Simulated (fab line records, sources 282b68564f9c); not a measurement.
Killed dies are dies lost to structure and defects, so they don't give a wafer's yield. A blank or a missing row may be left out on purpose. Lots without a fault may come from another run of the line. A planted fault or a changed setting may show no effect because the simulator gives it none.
fab line records | flow rit_cmos
record lots=6 wafers=18 last_day=8
route steps=202 shown NRETRO@57 PRETRO@64
lots that met no fault: from a run of the same line without faults
start_h: hours from the record's first day to the start of the lot's first wafer shown | wait_h: hours since the lot's step before | " the same as in the row above | L1.1+2: a row that stands for several wafers | - no value, or no start given | * or withheld: withheld | < > ~ a bound
route shown NAME@n: a module of which the file shows steps, and the number in the route of the first | usual: mean/standard deviation of fault-free wafers | same: alike in all rows | chamber/n: place in a boat | sites: the reading at each site | _std_site: their standard deviation | _edge_site: outer sites' mean less inner sites' | radius_mm: how far each site lies from the wafer's centre | mask NAME#n: copy n | behind: the tool/chamber that last shaped the wafer | hold: why the lot was held/for how many hours/how that ended | device: the transistor (n, p or np) that didn't switch | end of line: the same wafers' tests at the end of the route | a step without rows: its recipe alone | killed: dies lost to structure and defects at the first sort, not the wafer's yield | map: a wafer's dies, x killed, . not, _ none there
set.NAME: the setting as run; set.NAME@STEP: as run at that earlier step | model.NAME: the simulator's own value behind a step, which no gauge read
lots at some steps of the route; a table a step, a row a wafer
services: from which hour (start_h, from the record's first day; less than 0 if before it) a tool's chamber was out of use, for how many hours, and why
## steps
# step RIT_NRETRO_PEB_04
# recipe resist=NOVOLAK temp_c=withheld time_s=withheld
# step RIT_NRETRO_DEVELOP_05
# recipe resist=NOVOLAK develop_time_s=68 dev_temp_c=23
# step RIT_NRETRO_OVL_MEAS_06
# usual NRETRO_OVL=-1.0/1.4
# columns lot.wafer tool chamber start_h wait_h NRETRO_OVL[nm]
L256.3 overlay-01 - 52.26 - -0.9
L256.4 " - " " -1.4
L256.5 " - " " -0.7
L263.2 overlay-01 - 85.68 - -1.5
L263.3 " - " " -1.9
L263.6 " - " " -0.1
L264.2 overlay-02 - 91.23 - -3.1
L264.3 " - " " -2.2
L264.5 " - " " -3.4
L265.2 overlay-02 - 97.14 - 0.8
L265.3 " - " " 0.5
L265.6 " - " " 0.0
L273.1 overlay-02 - 139.44 - 1.3
L273.2 " - " " 1.2
L273.3 " - " " 0.8
L275.1 overlay-02 - 149.14 - 0.5
L275.2 " - " " -0.9
L275.5 " - " " -1.9
# step RIT_NRETRO_HARDBAKE_07
# recipe resist=NOVOLAK temp_c=140 time_s=120
# step RIT_NRETRO_IMPLANT_08
# recipe species=P energy_kev=70 dose_cm2=1e+13 tilt_deg=7
# step RIT_NRETRO_STRIP_09
# recipe chemistry=O2 time_s=180 resist=NOVOLAK platen_temp_c=withheld power_w=500 pressure_mtorr=4000 o2_flow_sccm=4000
# usual drypump_motor_current_A=5.9/0.43
# columns lot.wafer tool chamber start_h wait_h drypump_motor_current_A rf_hours_counter_h
L256.3 plasma_asher-04 0 52.74 0.1 6.3 -
L256.4 " 1 " " 6.6 -
L256.5 " 0 " " 6.3 -
L263.2 plasma_asher-02 0 86.11 0.1 6.1 45
L263.3 " 0 " " 6.1 -
L263.6 " 1 " " 5.2 -
L264.2 plasma_asher-04 0 91.71 0.1 6.3 46
L264.3 " 1 " " 6.7 -
L264.5 " 0 " " 6.3 -
L265.2 plasma_asher-04 1 97.57 0.1 6.6 47
L265.3 " 1 " " 6.7 -
L265.6 " 1 " " 6.7 -
L273.1 plasma_asher-02 1 139.88 0.1 5.3 2
L273.2 " 0 " " 6.1 2
L273.3 " 1 " " 5.3 -
L275.1 plasma_asher-02 1 149.58 0.1 5.3 3
L275.2 " 0 " " 6.1 3
L275.5 " 0 " " 6.1 -
# step RIT_NRETRO_TW_MEAS_10
# usual NRETRO_TW=1049/11
# columns lot.wafer tool chamber start_h wait_h NRETRO_TW
L256.3 film_metro-01 - 52.88 0.1 1055
L256.4 " - " " 1046
L256.5 " - " " 1047
L263.2 film_metro-03 - 86.29 0.1 1060
L263.3 " - " " 1050
L263.6 " - " " 1054
L264.2 film_metro-02 - 91.90 0.1 1037
L264.3 " - " " 1043
L264.5 " - " " 1042
L265.2 film_metro-03 - 97.75 0.1 1069
L265.3 " - " " 1065
L265.6 " - " " 1067
L273.1 film_metro-03 - 140.05 0.1 1054
L273.2 " - " " 1048
L273.3 " - " " 1046
L275.1 film_metro-02 - 149.75 0.1 1030
L275.2 " - " " 1030
L275.5 " - " " 1030
# step RIT_PRETRO_HMDS_00
# recipe prime_time_s=60 prime_temp_c=140
# step RIT_PRETRO_COAT_01
# recipe resist=NOVOLAK spin_rpm=2000 resist_thk_nm=1300
# step RIT_PRETRO_SOFTBAKE_02
# recipe resist=NOVOLAK temp_c=90 time_s=60
# step RIT_PRETRO_EXPOSE_03
# recipe mask_id=M5 na=0.57 target_cd_nm=43700 dose_mj=250
# step RIT_PRETRO_PEB_04
# recipe resist=NOVOLAK temp_c=withheld time_s=withheld
# step RIT_PRETRO_DEVELOP_05
# recipe resist=NOVOLAK develop_time_s=68 dev_temp_c=23
# usual chill_plate_temp_C=23.00/0.11 develop_time_s=68/0 developer_temp_C=22.98/0.11
# columns lot.wafer tool chamber start_h wait_h chill_plate_temp_C develop_time_s developer_temp_C
L256.3 litho_track-01 0 53 - 23.01 68 23.01
L256.4 " 0 " " 23.09 68 22.94
L256.5 " 0 " " 23.07 68 23.00
L263.2 litho_track-04 0 87 - 22.90 68 22.93
L263.3 " 0 " " 22.84 68 22.86
L263.6 " 0 " " 22.94 68 22.91
L264.2 litho_track-01 - 92 - - - -
L264.3 " - " " - - -
L264.5 " - " " - - -
L265.2 litho_track-01 - 98 - - - -
L265.3 " - " " - - -
L265.6 " - " " - - -
L273.1 litho_track-04 0 140 - 23.13 68 22.92
L273.2 " 0 " " 23.03 68 22.91
L273.3 " 0 " " 23.04 68 23.05
L275.1 litho_track-02 0 150 - 23.02 68 22.98
L275.2 " 0 " " 22.84 68 23.14
L275.5 " 0 " " 23.24 68 23.10
# step RIT_PRETRO_OVL_MEAS_06
# usual PRETRO_OVL=0.8/1.6
# columns lot.wafer tool chamber start_h wait_h PRETRO_OVL[nm]
L256.3 overlay-02 - 53.81 - -1.0
L256.4 " - " " -0.6
L256.5 " - " " -1.2
L263.2 overlay-02 - 87.40 - 0.9
L263.3 " - " " 1.8
L263.6 " - " " 0.9
L264.2 overlay-01 - 92.96 - -
L264.3 " - " " -
L264.5 " - " " -
L265.2 overlay-01 - 98.81 - -
L265.3 " - " " -
L265.6 " - " " -
L273.1 overlay-01 - 140.99 - 1.3
L273.2 " - " " 2.2
L273.3 " - " " 2.0
L275.1 overlay-02 - 150.69 - 2.6
L275.2 " - " " 2.0
L275.5 " - " " 2.6
## services
# columns tool chamber start_h hours kind
plasma_asher-04 - 82.67 4.3 pm
plasma_asher-04 - 100.14 10.0 pm
plasma_asher-02 - 108.75 9.0 pm
plasma_asher-02 0 108.75 9.0 vent_cycle
plasma_asher-02 1 108.75 9.0 vent_cycle
plasma_asher-02 0 117.75 - clean
plasma_asher-02 1 117.75 - clean
plasma_asher-04 - 145.66 1.5 repair
## key
first_sign step=RIT_PRETRO_DEVELOP_05 reading=tool_record direction=missing
effect none on later readings
met_at RIT_PRETRO_DEVELOP_05
struck_wafers L264.2,L264.3,L264.5,L265.2,L265.3,L265.6
sort_left_out L264.2,L264.3,L264.5,L265.2,L265.3,L265.6
tester_left_out L264,L265
onset_between 53 92
fault kind=skipped_step_whole tool=litho_track-01 chamber=- onset_h=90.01 steps=RIT_PRETRO_DEVELOP_05 scope=struck_lots_only
# tester_left_out: of these lots the tester's yield and bins aren't shown, on N5 and GAA mostly nor the transistor test; their killed dies are dies lost to structure and defects alone, not to doping, threshold or leakage, so they don't give the yield
# sort_left_out: the simulated sort isn't trusted on such a fault, so these wafers' sort isn't shown, and their yield isn't known
